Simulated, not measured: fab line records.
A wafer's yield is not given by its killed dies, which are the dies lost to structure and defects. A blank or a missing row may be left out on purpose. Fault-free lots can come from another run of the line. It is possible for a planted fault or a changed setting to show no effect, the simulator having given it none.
fab line records :: flow berkeleyCmos170
record
  lots=14
  wafers=42
  lastDay=15
route steps=331 shown ZERO@9
lots with no fault: from the same line, run without faults
startH: start of the lot's first displayed wafer, in hours after the record's first day :: waitH: hours elapsed since this lot's preceding step :: " repeats the value in the row above :: L1.1+2: several wafers, shown together as one row :: - no value present, or no start provided :: * or withheld: withheld :: < > ~ a bound
route shown NAME@n: a module of which the file shows steps, and the number in the route of the first :: usual: the fault-free wafers' mean and standard deviation :: same: alike in all rows :: chamber/n: place in a boat :: sites: per-site readings :: _std_site: standard deviation of those values :: _edge_site: mean of outer sites minus mean of inner sites :: radiusMm: for every site, how far away it sits from the centre of the wafer :: mask NAME#n: copy n :: behind: the most recent tool/chamber to have shaped the wafer :: hold: the reason the lot was held/the length of the hold in hours/how it ended :: device: names the non-switching transistor (n, p or np) :: end of line: tests of these same wafers at the route's end :: for a step that has no rows: nothing shown but its recipe :: killed: not the wafer's yield, but the dies lost to structure and defects at the first sort :: map: a wafer's dies, marking killed ones x, the rest . and places with no die _
set.NAME: the setting the step ran with; set.NAME@STEP: the setting that earlier step ran with :: model.NAME: the simulator's own value behind a step, which no gauge read
a sample of lots followed through the steps of the route, with each step as a table and each wafer as a row
services: when a tool's chamber went out of use (startH, in hours from the record's first day, below 0 if earlier), for how many hours, and the reason
## steps
# step UCB170_ZERO_EXPOSE_03
# recipe
  maskId=PM_MARKS
  na=0.5
  sigmaOuter=0.6
  sourceShape=conventional
  targetCdNm=4000
  doseMj=30
# usual
  exposureDoseMJCm2=30.00/0.035
  focusOffsetNm=0.0/0.52
lot.wafer: L921.4
tool: krfScanner-01
chamber: 0
startH: 19.97
waitH: 0.2
mask: PM_MARKS#0
exposureDoseMJCm2: 29.96
focusOffsetNm: 0.1

lot.wafer: L921.5
tool: krfScanner-01
chamber: 0
startH: 19.97
waitH: 0.2
mask: PM_MARKS#0
exposureDoseMJCm2: 29.95
focusOffsetNm: 0.2

lot.wafer: L921.6
tool: krfScanner-01
chamber: 0
startH: 19.97
waitH: 0.2
mask: PM_MARKS#0
exposureDoseMJCm2: 30.05
focusOffsetNm: -0.2

lot.wafer: L922.1
tool: krfScanner-01
chamber: 0
startH: 26.92
waitH: 0.3
mask: PM_MARKS#0
exposureDoseMJCm2: 30.01
focusOffsetNm: -1.0

lot.wafer: L922.4
tool: krfScanner-01
chamber: 0
startH: 26.92
waitH: 0.3
mask: PM_MARKS#0
exposureDoseMJCm2: 30.03
focusOffsetNm: -0.2

lot.wafer: L922.6
tool: krfScanner-01
chamber: 0
startH: 26.92
waitH: 0.3
mask: PM_MARKS#0
exposureDoseMJCm2: 30.00
focusOffsetNm: -1.0

lot.wafer: L924.2
tool: krfScanner-01
chamber: 0
startH: 39.26
waitH: 0.1
mask: PM_MARKS#0
exposureDoseMJCm2: 30.00
focusOffsetNm: 0.5

lot.wafer: L924.4
tool: krfScanner-01
chamber: 0
startH: 39.26
waitH: 0.1
mask: PM_MARKS#0
exposureDoseMJCm2: 30.08
focusOffsetNm: 0.4

lot.wafer: L924.5
tool: krfScanner-01
chamber: 0
startH: 39.26
waitH: 0.1
mask: PM_MARKS#0
exposureDoseMJCm2: 30.04
focusOffsetNm: -0.1

lot.wafer: L925.1
tool: krfScanner-01
chamber: 0
startH: 39.36
waitH: 0.2
mask: PM_MARKS#0
exposureDoseMJCm2: 29.96
focusOffsetNm: 0.3

lot.wafer: L925.4
tool: krfScanner-01
chamber: 0
startH: 39.36
waitH: 0.2
mask: PM_MARKS#0
exposureDoseMJCm2: 29.93
focusOffsetNm: 0.0

lot.wafer: L925.6
tool: krfScanner-01
chamber: 0
startH: 39.36
waitH: 0.2
mask: PM_MARKS#0
exposureDoseMJCm2: 30.02
focusOffsetNm: 0.4

lot.wafer: L927.2
tool: krfScanner-02
chamber: 0
startH: 51.07
waitH: 0.2
mask: PM_MARKS#0
exposureDoseMJCm2: 29.99
focusOffsetNm: -0.4

lot.wafer: L927.5
tool: krfScanner-02
chamber: 0
startH: 51.07
waitH: 0.2
mask: PM_MARKS#0
exposureDoseMJCm2: 29.98
focusOffsetNm: 0.1

lot.wafer: L927.6
tool: krfScanner-02
chamber: 0
startH: 51.07
waitH: 0.2
mask: PM_MARKS#0
exposureDoseMJCm2: 30.03
focusOffsetNm: -0.5

lot.wafer: L928.1
tool: krfScanner-01
chamber: 0
startH: 60.42
waitH: 0.2
mask: PM_MARKS#0
exposureDoseMJCm2: 29.98
focusOffsetNm: -0.1

lot.wafer: L928.2
tool: krfScanner-01
chamber: 0
startH: 60.42
waitH: 0.2
mask: PM_MARKS#0
exposureDoseMJCm2: 29.97
focusOffsetNm: -0.4

lot.wafer: L928.4
tool: krfScanner-01
chamber: 0
startH: 60.42
waitH: 0.2
mask: PM_MARKS#0
exposureDoseMJCm2: 29.96
focusOffsetNm: -0.2

lot.wafer: L929.2
tool: krfScanner-01
chamber: 0
startH: 60.55
waitH: 0.3
mask: PM_MARKS#0
exposureDoseMJCm2: 29.95
focusOffsetNm: -0.5

lot.wafer: L929.4
tool: krfScanner-01
chamber: 0
startH: 60.55
waitH: 0.3
mask: PM_MARKS#0
exposureDoseMJCm2: 30.02
focusOffsetNm: 0.0

lot.wafer: L929.5
tool: krfScanner-01
chamber: 0
startH: 60.55
waitH: 0.3
mask: PM_MARKS#0
exposureDoseMJCm2: 29.98
focusOffsetNm: 0.0

lot.wafer: L930.1
tool: krfScanner-01
chamber: 0
startH: 67.61
waitH: 0.1
mask: PM_MARKS#0
exposureDoseMJCm2: 29.96
focusOffsetNm: 0.1

lot.wafer: L930.4
tool: krfScanner-01
chamber: 0
startH: 67.61
waitH: 0.1
mask: PM_MARKS#0
exposureDoseMJCm2: 29.95
focusOffsetNm: -0.3

lot.wafer: L930.6
tool: krfScanner-01
chamber: 0
startH: 67.61
waitH: 0.1
mask: PM_MARKS#0
exposureDoseMJCm2: 29.97
focusOffsetNm: 1.1

lot.wafer: L931.1
tool: krfScanner-01
chamber: 0
startH: 73.47
waitH: 0.1
mask: PM_MARKS#0
exposureDoseMJCm2: 30.02
focusOffsetNm: 0.7

lot.wafer: L931.4
tool: krfScanner-01
chamber: 0
startH: 73.47
waitH: 0.1
mask: PM_MARKS#0
exposureDoseMJCm2: 30.04
focusOffsetNm: -0.4

lot.wafer: L931.6
tool: krfScanner-01
chamber: 0
startH: 73.47
waitH: 0.1
mask: PM_MARKS#0
exposureDoseMJCm2: 30.01
focusOffsetNm: 0.3

lot.wafer: L932.2
tool: krfScanner-02
chamber: 0
startH: 78.25
waitH: 0.2
mask: PM_MARKS#0
exposureDoseMJCm2: 29.94
focusOffsetNm: 0.2

lot.wafer: L932.5
tool: krfScanner-02
chamber: 0
startH: 78.25
waitH: 0.2
mask: PM_MARKS#0
exposureDoseMJCm2: 30.01
focusOffsetNm: 0.9

lot.wafer: L932.6
tool: krfScanner-02
chamber: 0
startH: 78.25
waitH: 0.2
mask: PM_MARKS#0
exposureDoseMJCm2: 29.98
focusOffsetNm: -0.1

lot.wafer: L934.4
tool: krfScanner-01
chamber: -
startH: 89.31
waitH: 0.2
mask: PM_MARKS#0
exposureDoseMJCm2: -
focusOffsetNm: -

lot.wafer: L934.5
tool: krfScanner-01
chamber: -
startH: 89.31
waitH: 0.2
mask: PM_MARKS#0
exposureDoseMJCm2: -
focusOffsetNm: -

lot.wafer: L934.6
tool: krfScanner-01
chamber: -
startH: 89.31
waitH: 0.2
mask: PM_MARKS#0
exposureDoseMJCm2: -
focusOffsetNm: -

lot.wafer: L935.1
tool: krfScanner-02
chamber: -
startH: 89.49
waitH: 0.5
mask: PM_MARKS#0
exposureDoseMJCm2: -
focusOffsetNm: -

lot.wafer: L935.2
tool: krfScanner-02
chamber: -
startH: 89.49
waitH: 0.5
mask: PM_MARKS#0
exposureDoseMJCm2: -
focusOffsetNm: -

lot.wafer: L935.4
tool: krfScanner-02
chamber: -
startH: 89.49
waitH: 0.5
mask: PM_MARKS#0
exposureDoseMJCm2: -
focusOffsetNm: -

lot.wafer: L943.3
tool: krfScanner-02
chamber: 0
startH: 128.42
waitH: 0.1
mask: PM_MARKS#0
exposureDoseMJCm2: 30.03
focusOffsetNm: -0.6

lot.wafer: L943.5
tool: krfScanner-02
chamber: 0
startH: 128.42
waitH: 0.1
mask: PM_MARKS#0
exposureDoseMJCm2: 30.00
focusOffsetNm: 0.2

lot.wafer: L943.6
tool: krfScanner-02
chamber: 0
startH: 128.42
waitH: 0.1
mask: PM_MARKS#0
exposureDoseMJCm2: 30.02
focusOffsetNm: 0.1

lot.wafer: L944.1
tool: krfScanner-01
chamber: 0
startH: 139.43
waitH: -
mask: PM_MARKS#0
exposureDoseMJCm2: 30.06
focusOffsetNm: 0.2

lot.wafer: L944.5
tool: krfScanner-01
chamber: 0
startH: 139.43
waitH: -
mask: PM_MARKS#0
exposureDoseMJCm2: 30.08
focusOffsetNm: -0.2

lot.wafer: L944.6
tool: krfScanner-01
chamber: 0
startH: 139.43
waitH: -
mask: PM_MARKS#0
exposureDoseMJCm2: 30.05
focusOffsetNm: 0.9
# step UCB170_ZERO_ETCH_06
# recipe
  chemistry=CHF3/CF4/Ar
  target=SiO2
  timeS=12
  pressureMtorr=100
  rfW=500
  CHF3_flow_sccm=50
  cf4FlowSccm=10
  Ar_flow_sccm=120
  overEtchFrac=1.58
# usual
  chamberPressureMTorr=100.01/0.094
  drypumpMotorCurrentA=5.9/0.35
  oesProductAu=0.616/0.0081
  throttleValvePct=9.24/0.13
# same
  timeS=12
lot.wafer: L921.4
tool: rieDiel-02
chamber: 3
startH: 20.30
waitH: -
chamberPressureMTorr: 99.90
drypumpMotorCurrentA: 5.7
oesProductAu: 0.609
rfHoursCounterH: 8
throttleValvePct: 9.14

lot.wafer: L921.5
tool: rieDiel-02
chamber: 0
startH: 20.30
waitH: -
chamberPressureMTorr: 100.08
drypumpMotorCurrentA: 5.5
oesProductAu: 0.618
rfHoursCounterH: -
throttleValvePct: 9.22

lot.wafer: L921.6
tool: rieDiel-02
chamber: 1
startH: 20.30
waitH: -
chamberPressureMTorr: 100.18
drypumpMotorCurrentA: 6.4
oesProductAu: 0.609
rfHoursCounterH: -
throttleValvePct: 9.24

lot.wafer: L922.1
tool: rieDiel-02
chamber: 2
startH: 27.32
waitH: -
chamberPressureMTorr: 100.10
drypumpMotorCurrentA: 6.0
oesProductAu: 0.616
rfHoursCounterH: 164
throttleValvePct: 9.35

lot.wafer: L922.4
tool: rieDiel-02
chamber: 1
startH: 27.32
waitH: -
chamberPressureMTorr: 100.01
drypumpMotorCurrentA: 6.4
oesProductAu: 0.602
rfHoursCounterH: 78
throttleValvePct: 9.24

lot.wafer: L922.6
tool: rieDiel-02
chamber: 0
startH: 27.32
waitH: -
chamberPressureMTorr: 100.05
drypumpMotorCurrentA: 5.5
oesProductAu: 0.610
rfHoursCounterH: -
throttleValvePct: 9.21

lot.wafer: L924.2
tool: rieDiel-03
chamber: 1
startH: 39.63
waitH: -
chamberPressureMTorr: 100.09
drypumpMotorCurrentA: 6.1
oesProductAu: 0.613
rfHoursCounterH: 13
throttleValvePct: 9.41

lot.wafer: L924.4
tool: rieDiel-03
chamber: 0
startH: 39.63
waitH: -
chamberPressureMTorr: 99.73
drypumpMotorCurrentA: 5.6
oesProductAu: 0.634
rfHoursCounterH: 26
throttleValvePct: 9.14

lot.wafer: L924.5
tool: rieDiel-03
chamber: 1
startH: 39.63
waitH: -
chamberPressureMTorr: 100.01
drypumpMotorCurrentA: 6.1
oesProductAu: 0.610
rfHoursCounterH: -
throttleValvePct: 9.43

lot.wafer: L925.1
tool: rieDiel-04
chamber: 0
startH: 39.89
waitH: -
chamberPressureMTorr: 100.05
drypumpMotorCurrentA: 5.7
oesProductAu: 0.602
rfHoursCounterH: 175
throttleValvePct: 9.39

lot.wafer: L925.4
tool: rieDiel-04
chamber: 1
startH: 39.89
waitH: -
chamberPressureMTorr: 99.99
drypumpMotorCurrentA: 6.3
oesProductAu: 0.615
rfHoursCounterH: -
throttleValvePct: 9.25

lot.wafer: L925.6
tool: rieDiel-04
chamber: 3
startH: 39.89
waitH: -
chamberPressureMTorr: 100.05
drypumpMotorCurrentA: 6.2
oesProductAu: 0.610
rfHoursCounterH: -
throttleValvePct: 9.07

lot.wafer: L927.2
tool: rieDiel-04
chamber: 1
startH: 51.52
waitH: -
chamberPressureMTorr: 100.09
drypumpMotorCurrentA: 6.3
oesProductAu: 0.622
rfHoursCounterH: 11
throttleValvePct: 9.25

lot.wafer: L927.5
tool: rieDiel-04
chamber: 3
startH: 51.52
waitH: -
chamberPressureMTorr: 99.89
drypumpMotorCurrentA: 6.2
oesProductAu: 0.605
rfHoursCounterH: -
throttleValvePct: 9.05

lot.wafer: L927.6
tool: rieDiel-04
chamber: 2
startH: 51.52
waitH: -
chamberPressureMTorr: 100.09
drypumpMotorCurrentA: 6.4
oesProductAu: 0.610
rfHoursCounterH: -
throttleValvePct: 9.17

lot.wafer: L928.1
tool: rieDiel-03
chamber: 3
startH: 60.81
waitH: -
chamberPressureMTorr: 100.03
drypumpMotorCurrentA: 5.3
oesProductAu: 0.620
rfHoursCounterH: 110
throttleValvePct: 9.49

lot.wafer: L928.2
tool: rieDiel-03
chamber: 2
startH: 60.81
waitH: -
chamberPressureMTorr: 100.16
drypumpMotorCurrentA: 5.6
oesProductAu: 0.625
rfHoursCounterH: 54
throttleValvePct: 9.11

lot.wafer: L928.4
tool: rieDiel-03
chamber: 0
startH: 60.81
waitH: -
chamberPressureMTorr: 100.06
drypumpMotorCurrentA: 5.6
oesProductAu: 0.627
rfHoursCounterH: 27
throttleValvePct: 9.12

lot.wafer: L929.2
tool: rieDiel-04
chamber: 3
startH: 60.93
waitH: -
chamberPressureMTorr: 100.03
drypumpMotorCurrentA: 6.2
oesProductAu: 0.614
rfHoursCounterH: 86
throttleValvePct: 9.04

lot.wafer: L929.4
tool: rieDiel-04
chamber: 1
startH: 60.93
waitH: -
chamberPressureMTorr: 100.01
drypumpMotorCurrentA: 6.3
oesProductAu: 0.614
rfHoursCounterH: -
throttleValvePct: 9.26

lot.wafer: L929.5
tool: rieDiel-04
chamber: 3
startH: 60.93
waitH: -
chamberPressureMTorr: 99.98
drypumpMotorCurrentA: 6.1
oesProductAu: 0.611
rfHoursCounterH: -
throttleValvePct: 9.04

lot.wafer: L930.1
tool: rieDiel-02
chamber: 3
startH: 68.16
waitH: -
chamberPressureMTorr: 100.10
drypumpMotorCurrentA: 5.7
oesProductAu: 0.612
rfHoursCounterH: 10
throttleValvePct: 9.14

lot.wafer: L930.4
tool: rieDiel-02
chamber: 2
startH: 68.16
waitH: -
chamberPressureMTorr: 100.00
drypumpMotorCurrentA: 6.0
oesProductAu: 0.617
rfHoursCounterH: 165
throttleValvePct: 9.37

lot.wafer: L930.6
tool: rieDiel-02
chamber: 0
startH: 68.16
waitH: -
chamberPressureMTorr: 100.08
drypumpMotorCurrentA: 5.5
oesProductAu: 0.616
rfHoursCounterH: -
throttleValvePct: 9.20

lot.wafer: L931.1
tool: rieDiel-03
chamber: 1
startH: 73.86
waitH: -
chamberPressureMTorr: 100.09
drypumpMotorCurrentA: 6.1
oesProductAu: 0.615
rfHoursCounterH: 15
throttleValvePct: 9.41

lot.wafer: L931.4
tool: rieDiel-03
chamber: 0
startH: 73.86
waitH: -
chamberPressureMTorr: 99.98
drypumpMotorCurrentA: 5.6
oesProductAu: 0.622
rfHoursCounterH: 28
throttleValvePct: 9.13

lot.wafer: L931.6
tool: rieDiel-03
chamber: 2
startH: 73.86
waitH: -
chamberPressureMTorr: 100.02
drypumpMotorCurrentA: 5.6
oesProductAu: 0.631
rfHoursCounterH: -
throttleValvePct: 9.11

lot.wafer: L932.2
tool: rieDiel-03
chamber: 0
startH: 78.62
waitH: -
chamberPressureMTorr: 99.99
drypumpMotorCurrentA: 5.6
oesProductAu: 0.623
rfHoursCounterH: 28
throttleValvePct: 9.13

lot.wafer: L932.5
tool: rieDiel-03
chamber: 0
startH: 78.62
waitH: -
chamberPressureMTorr: 99.91
drypumpMotorCurrentA: 5.6
oesProductAu: 0.627
rfHoursCounterH: -
throttleValvePct: 9.12

lot.wafer: L932.6
tool: rieDiel-03
chamber: 3
startH: 78.62
waitH: -
chamberPressureMTorr: 100.02
drypumpMotorCurrentA: 5.3
oesProductAu: 0.618
rfHoursCounterH: -
throttleValvePct: 9.48

lot.wafer: L934.4
tool: rieDiel-02
chamber: 3
startH: 89.66
waitH: -
chamberPressureMTorr: 100.07
drypumpMotorCurrentA: 5.7
oesProductAu: 0.374
rfHoursCounterH: -
throttleValvePct: 9.12

lot.wafer: L934.5
tool: rieDiel-02
chamber: 1
startH: 89.66
waitH: -
chamberPressureMTorr: 99.87
drypumpMotorCurrentA: 6.4
oesProductAu: 0.373
rfHoursCounterH: -
throttleValvePct: 9.22

lot.wafer: L934.6
tool: rieDiel-02
chamber: 0
startH: 89.66
waitH: -
chamberPressureMTorr: 99.98
drypumpMotorCurrentA: 5.5
oesProductAu: 0.375
rfHoursCounterH: -
throttleValvePct: 9.19

lot.wafer: L935.1
tool: rieDiel-04
chamber: 0
startH: 89.89
waitH: -
chamberPressureMTorr: 100.06
drypumpMotorCurrentA: 5.7
oesProductAu: 0.373
rfHoursCounterH: 0
throttleValvePct: 9.38

lot.wafer: L935.2
tool: rieDiel-04
chamber: 2
startH: 89.89
waitH: -
chamberPressureMTorr: 100.02
drypumpMotorCurrentA: 6.4
oesProductAu: 0.371
rfHoursCounterH: 9
throttleValvePct: 9.15

lot.wafer: L935.4
tool: rieDiel-04
chamber: 1
startH: 89.89
waitH: -
chamberPressureMTorr: 100.02
drypumpMotorCurrentA: 6.3
oesProductAu: 0.373
rfHoursCounterH: 14
throttleValvePct: 9.22

lot.wafer: L943.3
tool: rieDiel-02
chamber: 1
startH: 128.78
waitH: -
chamberPressureMTorr: 99.99
drypumpMotorCurrentA: 6.4
oesProductAu: 0.615
rfHoursCounterH: 82
throttleValvePct: 9.24

lot.wafer: L943.5
tool: rieDiel-02
chamber: 1
startH: 128.78
waitH: -
chamberPressureMTorr: 99.95
drypumpMotorCurrentA: 6.3
oesProductAu: 0.615
rfHoursCounterH: -
throttleValvePct: 9.25

lot.wafer: L943.6
tool: rieDiel-02
chamber: 0
startH: 128.78
waitH: -
chamberPressureMTorr: 100.04
drypumpMotorCurrentA: 5.5
oesProductAu: 0.615
rfHoursCounterH: -
throttleValvePct: 9.22

lot.wafer: L944.1
tool: rieDiel-03
chamber: 0
startH: 141.10
waitH: -
chamberPressureMTorr: 100.03
drypumpMotorCurrentA: 5.6
oesProductAu: 0.633
rfHoursCounterH: 31
throttleValvePct: 9.15

lot.wafer: L944.5
tool: rieDiel-03
chamber: 1
startH: 141.10
waitH: -
chamberPressureMTorr: 100.08
drypumpMotorCurrentA: 6.1
oesProductAu: 0.621
rfHoursCounterH: -
throttleValvePct: 9.45

lot.wafer: L944.6
tool: rieDiel-03
chamber: 0
startH: 141.10
waitH: -
chamberPressureMTorr: 100.08
drypumpMotorCurrentA: 5.6
oesProductAu: 0.631
rfHoursCounterH: -
throttleValvePct: 9.14
## services
tool: krfScanner-01
chamber: -
startH: -3.65
hours: 0.8
kind: repair

tool: krfScanner-02
chamber: -
startH: -2.15
hours: 3.6
kind: pm

tool: rieDiel-02
chamber: 2
startH: 13.77
hours: 4.6
kind: repair

tool: rieDiel-03
chamber: 0
startH: 17.45
hours: 5.9
kind: repair

tool: rieDiel-04
chamber: 2
startH: 20.32
hours: 27.5
kind: repair

tool: krfScanner-01
chamber: -
startH: 21.46
hours: 1.3
kind: pm

tool: krfScanner-02
chamber: -
startH: 22.84
hours: 4.4
kind: pm

tool: rieDiel-03
chamber: 2
startH: 24.19
hours: 1.5
kind: repair

tool: rieDiel-02
chamber: 1
startH: 39.33
hours: 6.8
kind: repair

tool: rieDiel-02
chamber: -
startH: 44.74
hours: 2.8
kind: pm

tool: rieDiel-04
chamber: -
startH: 47.56
hours: 1.9
kind: repair

tool: rieDiel-02
chamber: 1
startH: 50.00
hours: 4.0
kind: repair

tool: krfScanner-02
chamber: -
startH: 59.70
hours: 1.3
kind: pm

tool: krfScanner-01
chamber: -
startH: 64.18
hours: 0.8
kind: pm

tool: rieDiel-02
chamber: 2
startH: 73.24
hours: -
kind: clean

tool: rieDiel-02
chamber: 2
startH: 73.24
hours: 20.4
kind: scheduledDown

tool: rieDiel-03
chamber: 1
startH: 81.54
hours: 7.9
kind: repair

tool: krfScanner-01
chamber: -
startH: 81.73
hours: 4.4
kind: pm

tool: krfScanner-02
chamber: -
startH: 93.19
hours: 0.8
kind: pm

tool: krfScanner-01
chamber: -
startH: 98.50
hours: 7.2
kind: repair

tool: rieDiel-03
chamber: 0
startH: 100.45
hours: 2.7
kind: repair

tool: krfScanner-01
chamber: -
startH: 101.96
hours: 0.6
kind: repair

tool: krfScanner-01
chamber: -
startH: 105.65
hours: 1.0
kind: pm

tool: rieDiel-03
chamber: 2
startH: 129.35
hours: 3.7
kind: repair
## key
firstSign
  step=UCB170_ZERO_EXPOSE_03
  reading=toolRecord
  direction=missing
effect
  step=UCB170_ZERO_ETCH_06
  reading=oesProductAu
  direction=down
  sigmas=30
  usual=0.616
  struck=0.373
metAt UCB170_ZERO_EXPOSE_03
struckLots L934,L935
laterRowsLeftOut L934.4,L934.5,L934.6,L935.1,L935.2,L935.4
sortLeftOut L934.4,L934.5,L934.6,L935.1,L935.2,L935.4
testerLeftOut L934,L935
onsetBetween 78.25 89.31
fault
  kind=skippedStepWhole
  tool=krfScanner-01,krfScanner-02
  chamber=-
  onsetH=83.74
  steps=UCB170_ZERO_EXPOSE_03
  scope=struckLotsOnly
# testerLeftOut: of these lots the tester's yield and bins aren't shown, on N5 and GAA mostly nor the transistor test; their killed dies are dies lost to structure and defects alone, not to doping, threshold or leakage, so they don't give the yield
# sortLeftOut: the simulated sort isn't trusted on such a fault, so these wafers' sort isn't shown, and their yield isn't known
# laterRowsLeftOut: the simulator's readings of these wafers behind a module that went badly wrong aren't trusted and aren't shown, but for the sort
